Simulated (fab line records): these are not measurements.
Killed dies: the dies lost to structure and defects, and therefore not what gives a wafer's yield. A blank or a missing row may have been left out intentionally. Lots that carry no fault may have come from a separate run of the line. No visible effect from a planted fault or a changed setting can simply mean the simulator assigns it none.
Which tool was responsible? / flow berkeley_cmos170 / Sampling: 15 lots, 45 wafers, 5 of 331 route steps

WHAT EACH GAUGE READ, for each wafer
UCB170_ACTIVE_THK_MEAS_03.
lot=L753; measured=day 4 12:46; on=film_metro-04; ACTIVE_OXIDE_THK (nm)=27.1 26.7 27.0
lot=L752; measured=day 4 12:44; on=film_metro-03; ACTIVE_OXIDE_THK (nm)=26.7 26.8 26.6
lot=L756; measured=day 5 10:59; on=film_metro-03; ACTIVE_OXIDE_THK (nm)=40.0 39.3 39.9
lot=L755; measured=day 5 06:38; on=film_metro-04; ACTIVE_OXIDE_THK (nm)=26.1 26.3 25.8
lot=L760; measured=day 6 03:34; on=film_metro-03; ACTIVE_OXIDE_THK (nm)=26.9 27.3 26.7
lot=L761; measured=day 6 06:06; on=film_metro-01; ACTIVE_OXIDE_THK (nm)=40.6 40.2 39.6
lot=L766; measured=day 7 13:14; on=film_metro-03; ACTIVE_OXIDE_THK (nm)=39.7 39.8 39.6
lot=L768; measured=day 7 17:58; on=film_metro-04; ACTIVE_OXIDE_THK (nm)=25.8 25.8 25.3
lot=L767; measured=day 7 17:57; on=film_metro-03; ACTIVE_OXIDE_THK (nm)=25.0 25.0 25.3
lot=L769; measured=day 7 18:01; on=film_metro-03; ACTIVE_OXIDE_THK (nm)=25.5 26.0 26.0
lot=L771; measured=day 8 05:04; on=film_metro-01; ACTIVE_OXIDE_THK (nm)=26.8 26.4 26.9
lot=L773; measured=day 8 15:46; on=film_metro-03; ACTIVE_OXIDE_THK (nm)=26.5 26.8 27.0
lot=L772; measured=day 8 15:45; on=film_metro-04; ACTIVE_OXIDE_THK (nm)=26.3 26.8 26.7
lot=L774; measured=day 8 15:46; on=film_metro-01; ACTIVE_OXIDE_THK (nm)=26.1 26.6 26.1
lot=L775; measured=day 9 05:02; on=film_metro-04; ACTIVE_OXIDE_THK (nm)=26.7 25.6 26.5

UCB170_GATE_THK_MEAS_02.
lot=L753; measured=day 6 18:51; on=film_metro-03; GATE_OXIDE_THK (nm)=6.52 6.57 6.50
lot=L752; measured=day 6 18:50; on=film_metro-01; GATE_OXIDE_THK (nm)=6.65 6.70 6.67
lot=L756; measured=day 7 09:34; on=film_metro-02; GATE_OXIDE_THK (nm)=6.34 6.42 6.43
lot=L755; measured=day 7 09:38; on=film_metro-02; GATE_OXIDE_THK (nm)=6.47 6.47 6.46
lot=L760; measured=day 8 09:55; on=film_metro-01; GATE_OXIDE_THK (nm)=6.68 6.51 6.51
lot=L761; measured=day 8 09:58; on=film_metro-01; GATE_OXIDE_THK (nm)=6.56 6.66 6.59
lot=L766; measured=day 9 17:51; on=film_metro-02; GATE_OXIDE_THK (nm)=6.65 6.66 6.58
lot=L768; measured=day 10 02:53; on=film_metro-02; GATE_OXIDE_THK (nm)=6.57 6.65 6.65
lot=L767; measured=day 10 02:51; on=film_metro-03; GATE_OXIDE_THK (nm)=6.57 6.54 6.60
lot=L769; measured=day 10 02:52; on=film_metro-01; GATE_OXIDE_THK (nm)=6.74 6.61 6.76
lot=L771; measured=day 10 10:34; on=film_metro-02; GATE_OXIDE_THK (nm)=6.46 6.48 6.46
lot=L773; measured=day 11 06:55; on=film_metro-02; GATE_OXIDE_THK (nm)=6.70 6.58 6.55
lot=L772; measured=day 11 06:54; on=film_metro-01; GATE_OXIDE_THK (nm)=6.34 6.19 6.31
lot=L774; measured=day 11 06:55; on=film_metro-03; GATE_OXIDE_THK (nm)=6.41 6.35 6.41
lot=L775; measured=day 11 17:35; on=film_metro-03; GATE_OXIDE_THK (nm)=6.64 6.44 6.56

UCB170_PSD_OVL_MEAS_07.
lot=L753; measured=day 7 16:59; on=overlay-01; PSD_OVL (nm)=-6 -2 0
lot=L752; measured=day 7 17:05; on=overlay-02; PSD_OVL (nm)=-4 5 0
lot=L756; measured=day 8 07:19; on=overlay-01; PSD_OVL (nm)=4 5 15
lot=L755; measured=day 8 07:33; on=overlay-01; PSD_OVL (nm)=1 -1 7
lot=L760; measured=day 9 09:45; on=overlay-02; PSD_OVL (nm)=4 3 2
lot=L761; measured=day 9 10:17; on=overlay-01; PSD_OVL (nm)=2 4 8
lot=L766; measured=day 10 16:58; on=overlay-02; PSD_OVL (nm)=-6 -4 -5
lot=L768; measured=day 10 22:48; on=overlay-01; PSD_OVL (nm)=-8 -4 -8
lot=L767; measured=day 10 22:43; on=overlay-02; PSD_OVL (nm)=4 3 1
lot=L769; measured=day 10 22:27; on=overlay-01; PSD_OVL (nm)=0 4 -3
lot=L771; measured=day 11 08:47; on=overlay-01; PSD_OVL (nm)=-4 -7 -1
lot=L773; measured=day 12 08:20; on=overlay-02; PSD_OVL (nm)=-6 -4 0
lot=L772; measured=day 12 08:16; on=overlay-01; PSD_OVL (nm)=-8 0 -7
lot=L774; measured=day 12 08:33; on=overlay-01; PSD_OVL (nm)=-12 -2 -4
lot=L775; measured=day 12 12:59; on=overlay-02; PSD_OVL (nm)=-9 -2 1

TOOL THAT RAN EACH LOT (tool first, then ch and the chambers of the sampled wafers, then the start)
lot=L753; UCB170_PWELL_ETCH_14=rie_diel-01 ch 0,1,2, day 3 08:28; UCB170_ACTIVE_OXIDATION_02=furnace-02 ch 0, day 4 11:23
lot=L752; UCB170_PWELL_ETCH_14=rie_diel-02 ch 1,2,3, day 3 08:45; UCB170_ACTIVE_OXIDATION_02=furnace-02 ch 0, day 4 11:23
lot=L756; UCB170_PWELL_ETCH_14=rie_diel-02 ch 0,1,2, day 4 00:17; UCB170_ACTIVE_OXIDATION_02=furnace-01 ch 0, day 5 05:17
lot=L755; UCB170_PWELL_ETCH_14=rie_diel-01 ch 1,2,3, day 4 00:29; UCB170_ACTIVE_OXIDATION_02=furnace-01 ch 0, day 5 05:17
lot=L760; UCB170_PWELL_ETCH_14=rie_diel-03 ch 2,3, day 5 01:34; UCB170_ACTIVE_OXIDATION_02=furnace-04 ch 0, day 6 02:09
lot=L761; UCB170_PWELL_ETCH_14=rie_diel-02 ch 0,2, day 5 05:44; UCB170_ACTIVE_OXIDATION_02=furnace-04 ch 0, day 6 02:09
lot=L766; UCB170_PWELL_ETCH_14=rie_diel-02 ch 1,2,3, day 6 07:58; UCB170_ACTIVE_OXIDATION_02=furnace-01 ch 0, day 7 09:34 and furnace-04 ch 0, day 7 11:53
lot=L768; UCB170_PWELL_ETCH_14=rie_diel-01 ch 0,2,3, day 6 12:20; UCB170_ACTIVE_OXIDATION_02=furnace-01 ch 0, day 7 16:36
lot=L767; UCB170_PWELL_ETCH_14=rie_diel-01 ch 0,1, day 6 12:42; UCB170_ACTIVE_OXIDATION_02=furnace-01 ch 0, day 7 16:36
lot=L769; UCB170_PWELL_ETCH_14=rie_diel-01 ch 0,2,3, day 6 19:54; UCB170_ACTIVE_OXIDATION_02=furnace-01 ch 0, day 7 16:36
lot=L771; UCB170_PWELL_ETCH_14=rie_diel-02 ch 0,1,3, day 7 09:07; UCB170_ACTIVE_OXIDATION_02=furnace-04 ch 0, day 8 03:43
lot=L773; UCB170_PWELL_ETCH_14=rie_diel-02 ch 2,3, day 7 16:16; UCB170_ACTIVE_OXIDATION_02=furnace-01 ch 0, day 8 14:24
lot=L772; UCB170_PWELL_ETCH_14=rie_diel-01 ch 1,3, day 7 16:37; UCB170_ACTIVE_OXIDATION_02=furnace-01 ch 0, day 8 14:24
lot=L774; UCB170_PWELL_ETCH_14=rie_diel-03 ch 1,2, day 7 16:38; UCB170_ACTIVE_OXIDATION_02=furnace-01 ch 0, day 8 14:24
lot=L775; UCB170_PWELL_ETCH_14=rie_diel-03 ch 0,1,3, day 8 04:04; UCB170_ACTIVE_OXIDATION_02=furnace-02 ch 0, day 9 03:41
- UCB170_PWELL_ETCH_14: etches Si3N4 in CH3F/Ar/O2, stops on SiO2, target depth 242 nm, time 151 s.
- UCB170_ACTIVE_OXIDATION_02: target thk 26.4 nm, ox time 1260 s.

AS READ BY THE TOOLS THEMSELVES (means over the sampled wafers that have a number; for cases with no such wafer, the mark the record gives instead)
UCB170_PWELL_ETCH_14.
lot=L753; tool=rie_diel-01; O2_flow_sccm (sccm)=6.995; drypump_motor_current_A (A)=5.5; oes_product_au (a.u.)=0.930; throttle_valve_pct (%)=8.08
lot=L752; tool=rie_diel-02; O2_flow_sccm (sccm)=6.994; drypump_motor_current_A (A)=6.0; oes_product_au (a.u.)=0.935; throttle_valve_pct (%)=8.01
lot=L756; tool=rie_diel-02; O2_flow_sccm (sccm)=6.999; drypump_motor_current_A (A)=5.8; oes_product_au (a.u.)=0.945; throttle_valve_pct (%)=8.06
lot=L755; tool=rie_diel-01; O2_flow_sccm (sccm)=6.985; drypump_motor_current_A (A)=5.4; oes_product_au (a.u.)=0.934; throttle_valve_pct (%)=8.07
lot=L760; tool=rie_diel-03; O2_flow_sccm (sccm)=7.003; drypump_motor_current_A (A)=5.6; oes_product_au (a.u.)=0.928; throttle_valve_pct (%)=8.18
lot=L761; tool=rie_diel-02; O2_flow_sccm (sccm)=6.960; drypump_motor_current_A (A)=5.7; oes_product_au (a.u.)=0.935; throttle_valve_pct (%)=7.94
lot=L766; tool=rie_diel-02; O2_flow_sccm (sccm)=6.989; drypump_motor_current_A (A)=6.0; oes_product_au (a.u.)=0.934; throttle_valve_pct (%)=8.00
lot=L768; tool=rie_diel-01; O2_flow_sccm (sccm)=7.030; drypump_motor_current_A (A)=5.5; oes_product_au (a.u.)=0.940; throttle_valve_pct (%)=8.21
lot=L767; tool=rie_diel-01; O2_flow_sccm (sccm)=7.020; drypump_motor_current_A (A)=5.5; oes_product_au (a.u.)=0.941; throttle_valve_pct (%)=8.13
lot=L769; tool=rie_diel-01; O2_flow_sccm (sccm)=6.999; drypump_motor_current_A (A)=5.5; oes_product_au (a.u.)=0.938; throttle_valve_pct (%)=8.19
lot=L771; tool=rie_diel-02; O2_flow_sccm (sccm)=6.991; drypump_motor_current_A (A)=6.2; oes_product_au (a.u.)=0.946; throttle_valve_pct (%)=7.98
lot=L773; tool=rie_diel-02; O2_flow_sccm (sccm)=6.999; drypump_motor_current_A (A)=5.7; oes_product_au (a.u.)=0.946; throttle_valve_pct (%)=7.92
lot=L772; tool=rie_diel-01; O2_flow_sccm (sccm)=6.995; drypump_motor_current_A (A)=5.2; oes_product_au (a.u.)=0.923; throttle_valve_pct (%)=7.99
lot=L774; tool=rie_diel-03; O2_flow_sccm (sccm)=7.009; drypump_motor_current_A (A)=5.4; oes_product_au (a.u.)=0.939; throttle_valve_pct (%)=8.08
lot=L775; tool=rie_diel-03; O2_flow_sccm (sccm)=6.995; drypump_motor_current_A (A)=5.8; oes_product_au (a.u.)=0.939; throttle_valve_pct (%)=8.05

UCB170_ACTIVE_OXIDATION_02.
lot=L753; tool=furnace-02; zone_power_centre_pct (%)=47.7; zone_power_load_pct (%)=33.9
lot=L752; tool=furnace-02; zone_power_centre_pct (%)=48.7; zone_power_load_pct (%)=34.2
lot=L756; tool=furnace-01; zone_power_centre_pct (%)=48.5; zone_power_load_pct (%)=36.9
lot=L755; tool=furnace-01; zone_power_centre_pct (%)=48.8; zone_power_load_pct (%)=37.1
lot=L760; tool=furnace-04; zone_power_centre_pct (%)=49.9; zone_power_load_pct (%)=33.6
lot=L761; tool=furnace-04; zone_power_centre_pct (%)=49.5; zone_power_load_pct (%)=33.7
lot=L766; tool=furnace-01/furnace-04; zone_power_centre_pct (%)=49.1; zone_power_load_pct (%)=35.2
lot=L768; tool=furnace-01; zone_power_centre_pct (%)=48.5; zone_power_load_pct (%)=36.6
lot=L767; tool=furnace-01; zone_power_centre_pct (%)=49.0; zone_power_load_pct (%)=36.9
lot=L769; tool=furnace-01; zone_power_centre_pct (%)=49.1; zone_power_load_pct (%)=36.6
lot=L771; tool=furnace-04; zone_power_centre_pct (%)=50.4; zone_power_load_pct (%)=33.3
lot=L773; tool=furnace-01; zone_power_centre_pct (%)=49.1; zone_power_load_pct (%)=36.8
lot=L772; tool=furnace-01; zone_power_centre_pct (%)=48.3; zone_power_load_pct (%)=36.9
lot=L774; tool=furnace-01; zone_power_centre_pct (%)=48.5; zone_power_load_pct (%)=37.2
lot=L775; tool=furnace-02; zone_power_centre_pct (%)=47.8; zone_power_load_pct (%)=33.9

THE ANSWER, worked out from the rows above alone
Rule: the usual values come from the lots themselves. The widest of any qualifying gaps counts: lots, ordered by their means at a reading, are off when they make up no more than a third of the lots, leave a main group of 4 or more, and stand apart from it by 3 or more times the standard deviation of that group's means. The tables above print the reading to a certain number of digits; a main group whose means all agree to those digits is not used. Also off: a lot with no number at a reading for which 4 or more lots have one. Where the step has rows for the other lots, those lots are counted as sound. Order of review: gauges by route order, followed by the tools' own readings, for which a lot's mean as printed above is used. At the first step where some lot is off, the reading lying furthest off is the one used; lots without a number count as furthest.
Off: L756, L761, L766, seen at UCB170_ACTIVE_THK_MEAS_03 (ACTIVE_OXIDE_THK). The main group has a mean of 26.3 nm with a standard deviation of 0.55.
If a tool, at a process step before that reading, ran all the lots that are off and no sound lot after the first of them, it fits. Those tools and the gauges at UCB170_ACTIVE_THK_MEAS_03 are tried in the same way. No candidate that was tried fits.

WHAT WAS PUT IN BY THE SIMULATOR
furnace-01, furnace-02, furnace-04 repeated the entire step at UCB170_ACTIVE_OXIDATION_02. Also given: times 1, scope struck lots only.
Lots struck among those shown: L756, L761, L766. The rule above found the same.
